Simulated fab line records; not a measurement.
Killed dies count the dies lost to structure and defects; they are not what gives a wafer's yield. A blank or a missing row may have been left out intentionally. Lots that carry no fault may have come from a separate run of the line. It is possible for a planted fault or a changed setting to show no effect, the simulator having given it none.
fab line records :: flow berkeleyCmos170
record:
  lots: 14
  wafers: 42
  lastDay: 13
route steps=331 shown GATE@142 NSD@197 CONTACT@229 M2@287
lots untouched by any fault: they come from a run of this same line in which no faults occurred
startH: the number of hours between the record's first day and the start of the first shown wafer of the lot :: waitH: how many hours have passed since the lot's step before this one :: " same as the row above :: L1.1+2: one row covering several wafers at once :: - value missing, or start not given :: * or withheld: withheld :: < > ~ a bound
route shown NAME@n: a module of which the file shows steps, and the number in the route of the first :: usual: mean/standard deviation taken from wafers without a fault :: same: alike in all rows :: chamber/n: place in a boat :: sites: the reading at each site :: _std_site: standard deviation of those values :: _edge_site: the outer-site mean with the inner-site mean subtracted :: radiusMm: for every site, how far away it sits from the centre of the wafer :: mask NAME#n: copy n :: behind: tool/chamber where the wafer was last shaped :: hold: cause of the lot's hold/its duration in hours/its outcome :: device: names the non-switching transistor (n, p or np) :: end of line: the tests these same wafers got at the end of their route :: step lacking rows: just its recipe :: killed: at the first sort, the dies lost to defects and structure; wafer yield is something else :: map: shows each die of a wafer: x if killed, . if not, _ if none is there
set.NAME: the setting that was run; set.NAME@STEP: the one run at that earlier step :: model.NAME: the simulator's own value behind a step, which no gauge read
the route's steps for a sample of lots (tables are steps, rows are wafers)
services: the hour from which a tool's chamber was out of use, counted from the record's first day as startH (under 0 if before that day), plus the number of hours and why
== steps ==
step: UCB170_GATE_STRIP_16
recipe:
  chemistry: O2
  powerW: 400
  pressureMtorr: 3500
  platenTempC: withheld
  o2FlowSccm: 400
  overashFraction: 0.5
usual:
  drypumpMotorCurrentA: 5.5/0.47
  oesProductAu: 0.723/0.0047
lot.wafer: L889.1
tool: plasmaAsher-04
chamber: 0
startH: 159.53
waitH: 0.0
drypumpMotorCurrentA: 5.4
oesProductAu: 0.714
rfHoursCounterH: 44

lot.wafer: L889.4
tool: plasmaAsher-04
chamber: 0
startH: 159.53
waitH: 0.0
drypumpMotorCurrentA: 5.4
oesProductAu: 0.727
rfHoursCounterH: -

lot.wafer: L889.6
tool: plasmaAsher-04
chamber: 1
startH: 159.53
waitH: 0.0
drypumpMotorCurrentA: 5.0
oesProductAu: 0.725
rfHoursCounterH: -

lot.wafer: L894.1
tool: plasmaAsher-02
chamber: 0
startH: 170.13
waitH: 0.0
drypumpMotorCurrentA: 6.2
oesProductAu: 0.723
rfHoursCounterH: 35

lot.wafer: L894.2
tool: plasmaAsher-02
chamber: 1
startH: 170.13
waitH: 0.0
drypumpMotorCurrentA: 5.1
oesProductAu: 0.729
rfHoursCounterH: 35

lot.wafer: L894.3
tool: plasmaAsher-02
chamber: 0
startH: 170.13
waitH: 0.0
drypumpMotorCurrentA: 6.2
oesProductAu: 0.729
rfHoursCounterH: -

lot.wafer: L891.1
tool: plasmaAsher-01
chamber: 1
startH: 170.26
waitH: 0.0
drypumpMotorCurrentA: 5.6
oesProductAu: 0.717
rfHoursCounterH: 45

lot.wafer: L891.4
tool: plasmaAsher-01
chamber: 1
startH: 170.26
waitH: 0.0
drypumpMotorCurrentA: 5.6
oesProductAu: 0.728
rfHoursCounterH: -

lot.wafer: L891.6
tool: plasmaAsher-01
chamber: 1
startH: 170.26
waitH: 0.0
drypumpMotorCurrentA: 5.6
oesProductAu: 0.734
rfHoursCounterH: -

lot.wafer: L893.2
tool: plasmaAsher-04
chamber: 1
startH: 170.98
waitH: 0.0
drypumpMotorCurrentA: 5.0
oesProductAu: 0.716
rfHoursCounterH: 45

lot.wafer: L893.4
tool: plasmaAsher-04
chamber: 0
startH: 170.98
waitH: 0.0
drypumpMotorCurrentA: 5.4
oesProductAu: 0.732
rfHoursCounterH: -

lot.wafer: L893.6
tool: plasmaAsher-04
chamber: 1
startH: 170.98
waitH: 0.0
drypumpMotorCurrentA: 5.0
oesProductAu: 0.719
rfHoursCounterH: -

lot.wafer: L898.2
tool: plasmaAsher-01
chamber: 0
startH: 201.65
waitH: 0.0
drypumpMotorCurrentA: 5.2
oesProductAu: 0.725
rfHoursCounterH: 49

lot.wafer: L898.3
tool: plasmaAsher-01
chamber: 0
startH: 201.65
waitH: 0.0
drypumpMotorCurrentA: 5.2
oesProductAu: 0.724
rfHoursCounterH: -

lot.wafer: L898.6
tool: plasmaAsher-01
chamber: 0
startH: 201.65
waitH: 0.0
drypumpMotorCurrentA: 5.2
oesProductAu: 0.726
rfHoursCounterH: -

lot.wafer: L902.1
tool: plasmaAsher-02
chamber: 0
startH: 216.55
waitH: 0.0
drypumpMotorCurrentA: 6.2
oesProductAu: 0.717
rfHoursCounterH: 41

lot.wafer: L902.4
tool: plasmaAsher-02
chamber: 1
startH: 216.55
waitH: 0.0
drypumpMotorCurrentA: 5.1
oesProductAu: 0.726
rfHoursCounterH: -

lot.wafer: L902.6
tool: plasmaAsher-02
chamber: 0
startH: 216.55
waitH: 0.0
drypumpMotorCurrentA: 6.2
oesProductAu: 0.729
rfHoursCounterH: -

lot.wafer: L900.1
tool: plasmaAsher-01
chamber: 1
startH: 216.91
waitH: 0.0
drypumpMotorCurrentA: 5.6
oesProductAu: 0.727
rfHoursCounterH: 50

lot.wafer: L900.3
tool: plasmaAsher-01
chamber: 0
startH: 216.91
waitH: 0.0
drypumpMotorCurrentA: 5.2
oesProductAu: 0.717
rfHoursCounterH: -

lot.wafer: L900.5
tool: plasmaAsher-01
chamber: 0
startH: 216.91
waitH: 0.0
drypumpMotorCurrentA: 5.2
oesProductAu: 0.721
rfHoursCounterH: -

lot.wafer: L905.2
tool: plasmaAsher-04
chamber: 1
startH: 229.49
waitH: 0.0
drypumpMotorCurrentA: 5.0
oesProductAu: 0.734
rfHoursCounterH: 52

lot.wafer: L905.4
tool: plasmaAsher-04
chamber: 0
startH: 229.49
waitH: 0.0
drypumpMotorCurrentA: 5.4
oesProductAu: 0.733
rfHoursCounterH: -

lot.wafer: L905.5
tool: plasmaAsher-04
chamber: 1
startH: 229.49
waitH: 0.0
drypumpMotorCurrentA: 5.0
oesProductAu: 0.727
rfHoursCounterH: -

lot.wafer: L904.1
tool: plasmaAsher-02
chamber: 0
startH: 229.73
waitH: 0.0
drypumpMotorCurrentA: 6.2
oesProductAu: 0.727
rfHoursCounterH: 42

lot.wafer: L904.2
tool: plasmaAsher-02
chamber: 1
startH: 229.73
waitH: 0.0
drypumpMotorCurrentA: 5.1
oesProductAu: 0.713
rfHoursCounterH: 42

lot.wafer: L904.6
tool: plasmaAsher-02
chamber: 1
startH: 229.73
waitH: 0.0
drypumpMotorCurrentA: 5.1
oesProductAu: 0.725
rfHoursCounterH: -

lot.wafer: L906.1
tool: plasmaAsher-01
chamber: 0
startH: 237.55
waitH: 0.0
drypumpMotorCurrentA: 5.2
oesProductAu: 0.722
rfHoursCounterH: 53

lot.wafer: L906.3
tool: plasmaAsher-01
chamber: 0
startH: 237.55
waitH: 0.0
drypumpMotorCurrentA: 5.2
oesProductAu: 0.724
rfHoursCounterH: -

lot.wafer: L906.5
tool: plasmaAsher-01
chamber: 0
startH: 237.55
waitH: 0.0
drypumpMotorCurrentA: 5.2
oesProductAu: 0.718
rfHoursCounterH: -

lot.wafer: L911.1
tool: plasmaAsher-02
chamber: 0
startH: 259.03
waitH: 0.0
drypumpMotorCurrentA: 6.2
oesProductAu: 0.720
rfHoursCounterH: 45

lot.wafer: L911.3
tool: plasmaAsher-02
chamber: 1
startH: 259.03
waitH: 0.0
drypumpMotorCurrentA: 5.1
oesProductAu: 0.726
rfHoursCounterH: -

lot.wafer: L911.4
tool: plasmaAsher-02
chamber: 0
startH: 259.03
waitH: 0.0
drypumpMotorCurrentA: 6.3
oesProductAu: 0.718
rfHoursCounterH: -

lot.wafer: L909.1
tool: plasmaAsher-01
chamber: 1
startH: 259.15
waitH: 0.0
drypumpMotorCurrentA: 5.6
oesProductAu: 0.723
rfHoursCounterH: 55

lot.wafer: L909.3
tool: plasmaAsher-01
chamber: 1
startH: 259.15
waitH: 0.0
drypumpMotorCurrentA: 5.6
oesProductAu: 0.722
rfHoursCounterH: -

lot.wafer: L909.5
tool: plasmaAsher-01
chamber: 0
startH: 259.15
waitH: 0.0
drypumpMotorCurrentA: 5.2
oesProductAu: 0.719
rfHoursCounterH: -

lot.wafer: L910.2
tool: plasmaAsher-02
chamber: 0
startH: 259.28
waitH: 0.0
drypumpMotorCurrentA: 6.2
oesProductAu: 0.721
rfHoursCounterH: 45

lot.wafer: L910.5
tool: plasmaAsher-02
chamber: 0
startH: 259.28
waitH: 0.0
drypumpMotorCurrentA: 6.2
oesProductAu: 0.725
rfHoursCounterH: -

lot.wafer: L910.6
tool: plasmaAsher-02
chamber: 1
startH: 259.28
waitH: 0.0
drypumpMotorCurrentA: 5.1
oesProductAu: 0.724
rfHoursCounterH: -

lot.wafer: L912.2
tool: plasmaAsher-01
chamber: 1
startH: 266.65
waitH: 0.0
drypumpMotorCurrentA: 5.6
oesProductAu: 0.717
rfHoursCounterH: 56

lot.wafer: L912.3
tool: plasmaAsher-01
chamber: 0
startH: 266.65
waitH: 0.0
drypumpMotorCurrentA: 5.2
oesProductAu: 0.724
rfHoursCounterH: -

lot.wafer: L912.6
tool: plasmaAsher-01
chamber: 0
startH: 266.65
waitH: 0.0
drypumpMotorCurrentA: 5.2
oesProductAu: 0.720
rfHoursCounterH: -
step: UCB170_NSD_TW_MEAS_10
usual:
  NSD_TW: 4197/21
lot.wafer: L889.1
tool: filmMetro-04
chamber: -
startH: 176.62
waitH: 0.1
NSD_TW: 4188

lot.wafer: L889.4
tool: filmMetro-04
chamber: -
startH: 176.62
waitH: 0.1
NSD_TW: 4180

lot.wafer: L889.6
tool: filmMetro-04
chamber: -
startH: 176.62
waitH: 0.1
NSD_TW: 4202

lot.wafer: L891.1
tool: filmMetro-04
chamber: -
startH: 186.12
waitH: 0.1
NSD_TW: 4204

lot.wafer: L891.4
tool: filmMetro-04
chamber: -
startH: 186.12
waitH: 0.1
NSD_TW: 4200

lot.wafer: L891.6
tool: filmMetro-04
chamber: -
startH: 186.12
waitH: 0.1
NSD_TW: 4183

lot.wafer: L894.1
tool: filmMetro-04
chamber: -
startH: 186.36
waitH: 0.1
NSD_TW: 4199

lot.wafer: L894.2
tool: filmMetro-04
chamber: -
startH: 186.36
waitH: 0.1
NSD_TW: 4205

lot.wafer: L894.3
tool: filmMetro-04
chamber: -
startH: 186.36
waitH: 0.1
NSD_TW: 4203

lot.wafer: L893.2
tool: filmMetro-03
chamber: -
startH: 186.85
waitH: 0.1
NSD_TW: 4188

lot.wafer: L893.4
tool: filmMetro-03
chamber: -
startH: 186.85
waitH: 0.1
NSD_TW: 4202

lot.wafer: L893.6
tool: filmMetro-03
chamber: -
startH: 186.85
waitH: 0.1
NSD_TW: 4180

lot.wafer: L898.2
tool: filmMetro-04
chamber: -
startH: 217.68
waitH: 0.1
NSD_TW: 4197

lot.wafer: L898.3
tool: filmMetro-04
chamber: -
startH: 217.68
waitH: 0.1
NSD_TW: 4169

lot.wafer: L898.6
tool: filmMetro-04
chamber: -
startH: 217.68
waitH: 0.1
NSD_TW: 4204

lot.wafer: L900.1
tool: filmMetro-04
chamber: -
startH: 233.40
waitH: 0.1
NSD_TW: 4197

lot.wafer: L900.3
tool: filmMetro-04
chamber: -
startH: 233.40
waitH: 0.1
NSD_TW: 4213

lot.wafer: L900.5
tool: filmMetro-04
chamber: -
startH: 233.40
waitH: 0.1
NSD_TW: 4187

lot.wafer: L902.1
tool: filmMetro-02
chamber: -
startH: 233.91
waitH: 0.1
NSD_TW: 4199

lot.wafer: L902.4
tool: filmMetro-02
chamber: -
startH: 233.91
waitH: 0.1
NSD_TW: 4204

lot.wafer: L902.6
tool: filmMetro-02
chamber: -
startH: 233.91
waitH: 0.1
NSD_TW: 4191

lot.wafer: L905.2
tool: filmMetro-02
chamber: -
startH: 243.04
waitH: 0.1
NSD_TW: 4209

lot.wafer: L905.4
tool: filmMetro-02
chamber: -
startH: 243.04
waitH: 0.1
NSD_TW: 4209

lot.wafer: L905.5
tool: filmMetro-02
chamber: -
startH: 243.04
waitH: 0.1
NSD_TW: 4223

lot.wafer: L904.1
tool: filmMetro-03
chamber: -
startH: 243.51
waitH: 0.1
NSD_TW: 4219

lot.wafer: L904.2
tool: filmMetro-03
chamber: -
startH: 243.51
waitH: 0.1
NSD_TW: 4219

lot.wafer: L904.6
tool: filmMetro-03
chamber: -
startH: 243.51
waitH: 0.1
NSD_TW: 4259

lot.wafer: L906.1
tool: filmMetro-03
chamber: -
startH: 259.57
waitH: 0.1
NSD_TW: 4246

lot.wafer: L906.3
tool: filmMetro-03
chamber: -
startH: 259.57
waitH: 0.1
NSD_TW: 4211

lot.wafer: L906.5
tool: filmMetro-03
chamber: -
startH: 259.57
waitH: 0.1
NSD_TW: 4229

lot.wafer: L911.1
tool: filmMetro-03
chamber: -
startH: 277.27
waitH: 0.1
NSD_TW: 4215

lot.wafer: L911.3
tool: filmMetro-03
chamber: -
startH: 277.27
waitH: 0.1
NSD_TW: 4199

lot.wafer: L911.4
tool: filmMetro-03
chamber: -
startH: 277.27
waitH: 0.1
NSD_TW: 4227

lot.wafer: L909.1
tool: filmMetro-02
chamber: -
startH: 277.49
waitH: 0.1
NSD_TW: 4204

lot.wafer: L909.3
tool: filmMetro-02
chamber: -
startH: 277.49
waitH: 0.1
NSD_TW: 4178

lot.wafer: L909.5
tool: filmMetro-02
chamber: -
startH: 277.49
waitH: 0.1
NSD_TW: 4190

lot.wafer: L910.2
tool: filmMetro-04
chamber: -
startH: 277.62
waitH: 0.1
NSD_TW: 4162

lot.wafer: L910.5
tool: filmMetro-04
chamber: -
startH: 277.62
waitH: 0.1
NSD_TW: 4183

lot.wafer: L910.6
tool: filmMetro-04
chamber: -
startH: 277.62
waitH: 0.1
NSD_TW: 4206

lot.wafer: L912.2
tool: filmMetro-04
chamber: -
startH: 277.78
waitH: 0.1
NSD_TW: 4189

lot.wafer: L912.3
tool: filmMetro-04
chamber: -
startH: 277.78
waitH: 0.1
NSD_TW: 4210

lot.wafer: L912.6
tool: filmMetro-04
chamber: -
startH: 277.78
waitH: 0.1
NSD_TW: 4193
step: UCB170_CONTACT_PEB_13
recipe:
  pebTempC: 130
  pebTimeS: withheld
  resist: KrF
usual:
  plateTempC: 130.04/0.14
lot.wafer: L889.1
tool: lithoTrack-04
chamber: 0
startH: 182.40
waitH: 0.1
plateTempC: 129.99

lot.wafer: L889.4
tool: lithoTrack-04
chamber: 0
startH: 182.40
waitH: 0.1
plateTempC: 130.07

lot.wafer: L889.6
tool: lithoTrack-04
chamber: 0
startH: 182.40
waitH: 0.1
plateTempC: 130.03

lot.wafer: L891.1
tool: lithoTrack-04
chamber: 0
startH: 192.40
waitH: 0.1
plateTempC: 130.21

lot.wafer: L891.4
tool: lithoTrack-04
chamber: 0
startH: 192.40
waitH: 0.1
plateTempC: 130.35

lot.wafer: L891.6
tool: lithoTrack-04
chamber: 0
startH: 192.40
waitH: 0.1
plateTempC: 130.14

lot.wafer: L894.1
tool: lithoTrack-03
chamber: 0
startH: 195.50
waitH: 1.0
plateTempC: 130.03

lot.wafer: L894.2
tool: lithoTrack-03
chamber: 0
startH: 195.50
waitH: 1.0
plateTempC: 129.83

lot.wafer: L894.3
tool: lithoTrack-03
chamber: 0
startH: 195.50
waitH: 1.0
plateTempC: 129.96

lot.wafer: L893.2
tool: lithoTrack-03
chamber: 0
startH: 196
waitH: -
plateTempC: 130.05

lot.wafer: L893.4
tool: lithoTrack-03
chamber: 0
startH: 196
waitH: -
plateTempC: 130.14

lot.wafer: L893.6
tool: lithoTrack-03
chamber: 0
startH: 196
waitH: -
plateTempC: 130.03

lot.wafer: L898.2
tool: lithoTrack-03
chamber: 0
startH: 223.23
waitH: 0.1
plateTempC: 129.73

lot.wafer: L898.3
tool: lithoTrack-03
chamber: 0
startH: 223.23
waitH: 0.1
plateTempC: 129.65

lot.wafer: L898.6
tool: lithoTrack-03
chamber: 0
startH: 223.23
waitH: 0.1
plateTempC: 129.79

lot.wafer: L900.1
tool: lithoTrack-01
chamber: 0
startH: 242.11
waitH: 0.4
plateTempC: 130.06

lot.wafer: L900.3
tool: lithoTrack-01
chamber: 0
startH: 242.11
waitH: 0.4
plateTempC: 130.35

lot.wafer: L900.5
tool: lithoTrack-01
chamber: 0
startH: 242.11
waitH: 0.4
plateTempC: 130.14

lot.wafer: L902.1
tool: lithoTrack-01
chamber: 0
startH: 246.60
waitH: 0.4
plateTempC: 140.74

lot.wafer: L902.4
tool: lithoTrack-01
chamber: 0
startH: 246.60
waitH: 0.4
plateTempC: 140.72

lot.wafer: L902.6
tool: lithoTrack-01
chamber: 0
startH: 246.60
waitH: 0.4
plateTempC: 140.84

lot.wafer: L905.2
tool: lithoTrack-01
chamber: 0
startH: 250.36
waitH: 0.1
plateTempC: 140.81

lot.wafer: L905.4
tool: lithoTrack-01
chamber: 0
startH: 250.36
waitH: 0.1
plateTempC: 140.66

lot.wafer: L905.5
tool: lithoTrack-01
chamber: 0
startH: 250.36
waitH: 0.1
plateTempC: 140.60

lot.wafer: L904.1
tool: lithoTrack-04
chamber: 0
startH: 250.61
waitH: 0.1
plateTempC: 130.14

lot.wafer: L904.2
tool: lithoTrack-04
chamber: 0
startH: 250.61
waitH: 0.1
plateTempC: 130.33

lot.wafer: L904.6
tool: lithoTrack-04
chamber: 0
startH: 250.61
waitH: 0.1
plateTempC: 130.03

lot.wafer: L906.1
tool: lithoTrack-03
chamber: 0
startH: 271.51
waitH: 0.1
plateTempC: 130.00

lot.wafer: L906.3
tool: lithoTrack-03
chamber: 0
startH: 271.51
waitH: 0.1
plateTempC: 130.00

lot.wafer: L906.5
tool: lithoTrack-03
chamber: 0
startH: 271.51
waitH: 0.1
plateTempC: 130.14

lot.wafer: L911.1
tool: lithoTrack-03
chamber: 0
startH: 288
waitH: -
plateTempC: 129.83

lot.wafer: L911.3
tool: lithoTrack-03
chamber: 0
startH: 288
waitH: -
plateTempC: 129.93

lot.wafer: L911.4
tool: lithoTrack-03
chamber: 0
startH: 288
waitH: -
plateTempC: 130.08

lot.wafer: L909.1
tool: lithoTrack-04
chamber: 0
startH: 289
waitH: -
plateTempC: 129.88

lot.wafer: L909.3
tool: lithoTrack-04
chamber: 0
startH: 289
waitH: -
plateTempC: 130.00

lot.wafer: L909.5
tool: lithoTrack-04
chamber: 0
startH: 289
waitH: -
plateTempC: 130.14

lot.wafer: L912.2
tool: lithoTrack-03
chamber: 0
startH: 289.43
waitH: 0.9
plateTempC: 129.91

lot.wafer: L912.3
tool: lithoTrack-03
chamber: 0
startH: 289.43
waitH: 0.9
plateTempC: 130.04

lot.wafer: L912.6
tool: lithoTrack-03
chamber: 0
startH: 289.43
waitH: 0.9
plateTempC: 130.08

lot.wafer: L910.2
tool: lithoTrack-04
chamber: 0
startH: 290.22
waitH: 0.8
plateTempC: 130.07

lot.wafer: L910.5
tool: lithoTrack-04
chamber: 0
startH: 290.22
waitH: 0.8
plateTempC: 130.15

lot.wafer: L910.6
tool: lithoTrack-04
chamber: 0
startH: 290.22
waitH: 0.8
plateTempC: 130.13
step: UCB170_CONTACT_CD_MEAS_15
recipe:
  targetCdNm: 700
usual:
  cdNm: 699.8/1.2
lot.wafer: L889.1
tool: cdSem-02
chamber: -
startH: 182.67
waitH: -
cdNm: 700.0

lot.wafer: L889.4
tool: cdSem-02
chamber: -
startH: 182.67
waitH: -
cdNm: 699.1

lot.wafer: L889.6
tool: cdSem-02
chamber: -
startH: 182.67
waitH: -
cdNm: 699.0

lot.wafer: L891.1
tool: cdSem-02
chamber: -
startH: 192.68
waitH: -
cdNm: 699.7

lot.wafer: L891.4
tool: cdSem-02
chamber: -
startH: 192.68
waitH: -
cdNm: 699.5

lot.wafer: L891.6
tool: cdSem-02
chamber: -
startH: 192.68
waitH: -
cdNm: 699.8

lot.wafer: L894.1
tool: cdSem-02
chamber: -
startH: 195.78
waitH: -
cdNm: 700.3

lot.wafer: L894.2
tool: cdSem-02
chamber: -
startH: 195.78
waitH: -
cdNm: 701.3

lot.wafer: L894.3
tool: cdSem-02
chamber: -
startH: 195.78
waitH: -
cdNm: 700.3

lot.wafer: L893.2
tool: cdSem-02
chamber: -
startH: 196.62
waitH: -
cdNm: 699.5

lot.wafer: L893.4
tool: cdSem-02
chamber: -
startH: 196.62
waitH: -
cdNm: 699.5

lot.wafer: L893.6
tool: cdSem-02
chamber: -
startH: 196.62
waitH: -
cdNm: 699.9

lot.wafer: L898.2
tool: cdSem-02
chamber: -
startH: 223.50
waitH: -
cdNm: 699.8

lot.wafer: L898.3
tool: cdSem-02
chamber: -
startH: 223.50
waitH: -
cdNm: 699.4

lot.wafer: L898.6
tool: cdSem-02
chamber: -
startH: 223.50
waitH: -
cdNm: 701.4

lot.wafer: L900.1
tool: cdSem-02
chamber: -
startH: 242.39
waitH: -
cdNm: 698.8

lot.wafer: L900.3
tool: cdSem-02
chamber: -
startH: 242.39
waitH: -
cdNm: 699.1

lot.wafer: L900.5
tool: cdSem-02
chamber: -
startH: 242.39
waitH: -
cdNm: 698.8

lot.wafer: L902.1
tool: cdSem-01
chamber: -
startH: 246.93
waitH: -
cdNm: 746.0

lot.wafer: L902.4
tool: cdSem-01
chamber: -
startH: 246.93
waitH: -
cdNm: 747.5

lot.wafer: L902.6
tool: cdSem-01
chamber: -
startH: 246.93
waitH: -
cdNm: 745.7

lot.wafer: L905.2
tool: cdSem-01
chamber: -
startH: 250.63
waitH: -
cdNm: 736.4

lot.wafer: L905.4
tool: cdSem-01
chamber: -
startH: 250.63
waitH: -
cdNm: 736.6

lot.wafer: L905.5
tool: cdSem-01
chamber: -
startH: 250.63
waitH: -
cdNm: 737.0

lot.wafer: L904.1
tool: cdSem-02
chamber: -
startH: 250.88
waitH: -
cdNm: 698.2

lot.wafer: L904.2
tool: cdSem-02
chamber: -
startH: 250.88
waitH: -
cdNm: 699.4

lot.wafer: L904.6
tool: cdSem-02
chamber: -
startH: 250.88
waitH: -
cdNm: 698.1

lot.wafer: L906.1
tool: cdSem-01
chamber: -
startH: 271.88
waitH: -
cdNm: 699.2

lot.wafer: L906.3
tool: cdSem-01
chamber: -
startH: 271.88
waitH: -
cdNm: 700.8

lot.wafer: L906.5
tool: cdSem-01
chamber: -
startH: 271.88
waitH: -
cdNm: 701.2

lot.wafer: L911.1
tool: cdSem-01
chamber: -
startH: 289.13
waitH: -
cdNm: 698.1

lot.wafer: L911.3
tool: cdSem-01
chamber: -
startH: 289.13
waitH: -
cdNm: 700.4

lot.wafer: L911.4
tool: cdSem-01
chamber: -
startH: 289.13
waitH: -
cdNm: 700.3

lot.wafer: L909.1
tool: cdSem-01
chamber: -
startH: 289.37
waitH: -
cdNm: 697.7

lot.wafer: L909.3
tool: cdSem-01
chamber: -
startH: 289.37
waitH: -
cdNm: 697.3

lot.wafer: L909.5
tool: cdSem-01
chamber: -
startH: 289.37
waitH: -
cdNm: 698.5

lot.wafer: L912.2
tool: cdSem-01
chamber: -
startH: 289.82
waitH: -
cdNm: 697.0

lot.wafer: L912.3
tool: cdSem-01
chamber: -
startH: 289.82
waitH: -
cdNm: 699.1

lot.wafer: L912.6
tool: cdSem-01
chamber: -
startH: 289.82
waitH: -
cdNm: 698.9

lot.wafer: L910.2
tool: cdSem-01
chamber: -
startH: 291.14
waitH: -
cdNm: 700.5

lot.wafer: L910.5
tool: cdSem-01
chamber: -
startH: 291.14
waitH: -
cdNm: 700.1

lot.wafer: L910.6
tool: cdSem-01
chamber: -
startH: 291.14
waitH: -
cdNm: 701.0
step: UCB170_M2_OVL_MEAS_16
usual:
  M2_OVL: 2/5
lot.wafer: L889.1
tool: overlay-02
chamber: -
startH: 195.17
waitH: 0.1
M2_OVL[nm]: 14

lot.wafer: L889.4
tool: overlay-02
chamber: -
startH: 195.17
waitH: 0.1
M2_OVL[nm]: 1

lot.wafer: L889.6
tool: overlay-02
chamber: -
startH: 195.17
waitH: 0.1
M2_OVL[nm]: 9

lot.wafer: L891.1
tool: overlay-02
chamber: -
startH: 204.60
waitH: 0.1
M2_OVL[nm]: 2

lot.wafer: L891.4
tool: overlay-02
chamber: -
startH: 204.60
waitH: 0.1
M2_OVL[nm]: 0

lot.wafer: L891.6
tool: overlay-02
chamber: -
startH: 204.60
waitH: 0.1
M2_OVL[nm]: 1

lot.wafer: L894.1
tool: overlay-01
chamber: -
startH: 206.93
waitH: 0.1
M2_OVL[nm]: 5

lot.wafer: L894.2
tool: overlay-01
chamber: -
startH: 206.93
waitH: 0.1
M2_OVL[nm]: 4

lot.wafer: L894.3
tool: overlay-01
chamber: -
startH: 206.93
waitH: 0.1
M2_OVL[nm]: 8

lot.wafer: L893.2
tool: overlay-01
chamber: -
startH: 208.08
waitH: 0.1
M2_OVL[nm]: 1

lot.wafer: L893.4
tool: overlay-01
chamber: -
startH: 208.08
waitH: 0.1
M2_OVL[nm]: 1

lot.wafer: L893.6
tool: overlay-01
chamber: -
startH: 208.08
waitH: 0.1
M2_OVL[nm]: 2

lot.wafer: L898.2
tool: overlay-01
chamber: -
startH: 238.00
waitH: 0.1
M2_OVL[nm]: -12

lot.wafer: L898.3
tool: overlay-01
chamber: -
startH: 238.00
waitH: 0.1
M2_OVL[nm]: -2

lot.wafer: L898.6
tool: overlay-01
chamber: -
startH: 238.00
waitH: 0.1
M2_OVL[nm]: -1

lot.wafer: L900.1
tool: overlay-01
chamber: -
startH: 253.63
waitH: 0.1
M2_OVL[nm]: 0

lot.wafer: L900.3
tool: overlay-01
chamber: -
startH: 253.63
waitH: 0.1
M2_OVL[nm]: -5

lot.wafer: L900.5
tool: overlay-01
chamber: -
startH: 253.63
waitH: 0.1
M2_OVL[nm]: -2

lot.wafer: L902.1
tool: overlay-02
chamber: -
startH: 256.25
waitH: 0.1
M2_OVL[nm]: -4

lot.wafer: L902.4
tool: overlay-02
chamber: -
startH: 256.25
waitH: 0.1
M2_OVL[nm]: 2

lot.wafer: L902.6
tool: overlay-02
chamber: -
startH: 256.25
waitH: 0.1
M2_OVL[nm]: 2

lot.wafer: L905.2
tool: overlay-01
chamber: -
startH: 264.88
waitH: 0.1
M2_OVL[nm]: -8

lot.wafer: L905.4
tool: overlay-01
chamber: -
startH: 264.88
waitH: 0.1
M2_OVL[nm]: -1

lot.wafer: L905.5
tool: overlay-01
chamber: -
startH: 264.88
waitH: 0.1
M2_OVL[nm]: 2

lot.wafer: L904.1
tool: overlay-02
chamber: -
startH: 265.07
waitH: 0.1
M2_OVL[nm]: 8

lot.wafer: L904.2
tool: overlay-02
chamber: -
startH: 265.07
waitH: 0.1
M2_OVL[nm]: 2

lot.wafer: L904.6
tool: overlay-02
chamber: -
startH: 265.07
waitH: 0.1
M2_OVL[nm]: 5

lot.wafer: L906.1
tool: overlay-02
chamber: -
startH: 291.72
waitH: 0.1
M2_OVL[nm]: 0

lot.wafer: L906.3
tool: overlay-02
chamber: -
startH: 291.72
waitH: 0.1
M2_OVL[nm]: 3

lot.wafer: L906.5
tool: overlay-02
chamber: -
startH: 291.72
waitH: 0.1
M2_OVL[nm]: 6

lot.wafer: L911.1
tool: overlay-01
chamber: -
startH: 300.27
waitH: 0.1
M2_OVL[nm]: 9

lot.wafer: L911.3
tool: overlay-01
chamber: -
startH: 300.27
waitH: 0.1
M2_OVL[nm]: 7

lot.wafer: L911.4
tool: overlay-01
chamber: -
startH: 300.27
waitH: 0.1
M2_OVL[nm]: 6

lot.wafer: L909.1
tool: overlay-01
chamber: -
startH: 305.93
waitH: 0.1
M2_OVL[nm]: 0

lot.wafer: L909.3
tool: overlay-01
chamber: -
startH: 305.93
waitH: 0.1
M2_OVL[nm]: -1

lot.wafer: L909.5
tool: overlay-01
chamber: -
startH: 305.93
waitH: 0.1
M2_OVL[nm]: 2

lot.wafer: L912.2
tool: overlay-02
chamber: -
startH: 306.57
waitH: 0.1
M2_OVL[nm]: 4

lot.wafer: L912.3
tool: overlay-02
chamber: -
startH: 306.57
waitH: 0.1
M2_OVL[nm]: -3

lot.wafer: L912.6
tool: overlay-02
chamber: -
startH: 306.57
waitH: 0.1
M2_OVL[nm]: 9

lot.wafer: L910.2
tool: overlay-02
chamber: -
startH: 307.70
waitH: 0.1
M2_OVL[nm]: 5

lot.wafer: L910.5
tool: overlay-02
chamber: -
startH: 307.70
waitH: 0.1
M2_OVL[nm]: 7

lot.wafer: L910.6
tool: overlay-02
chamber: -
startH: 307.70
waitH: 0.1
M2_OVL[nm]: 7
== services ==
tool: plasmaAsher-04
chamber: -
startH: 197.92
hours: 0.5
kind: repair
== key ==
firstSign:
  step: UCB170_CONTACT_PEB_13
  reading: plateTempC
  direction: up
  sigmas: 78
  usual: *
  struck: *
effect:
  step: UCB170_CONTACT_CD_MEAS_15
  reading: cdNm
  direction: up
  sigmas: 35
  usual: 699.8
  struck: 741.5
  through: controlLoop
metAt UCB170_CONTACT_PEB_13
struckLots L902,L905
testerLeftOut L902,L905
loopTrim:
  step: UCB170_CONTACT_EXPOSE_12
  setting: dose
  lots: L905
notActingAt UCB170_GATE_STRIP_16,UCB170_NSD_TW_MEAS_10,UCB170_M2_OVL_MEAS_16
onsetBetween 242.11 246.60
fault:
  kind: processParameterDrift
  tool: lithoTrack-01
  chamber: -
  onsetH: 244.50
  steps: UCB170_CONTACT_PEB_13
  channel: pebTempC
  offset: *
  shape: step
  endH: 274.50
  actsIn: *
  stated: *
testerLeftOut: of these lots the tester's yield and bins aren't shown, on N5 and GAA mostly nor the transistor test; their killed dies are dies lost to structure and defects alone, not to doping, threshold or leakage, so they don't give the yield
loopTrim: a control loop set the setting to another value than it would have without faults
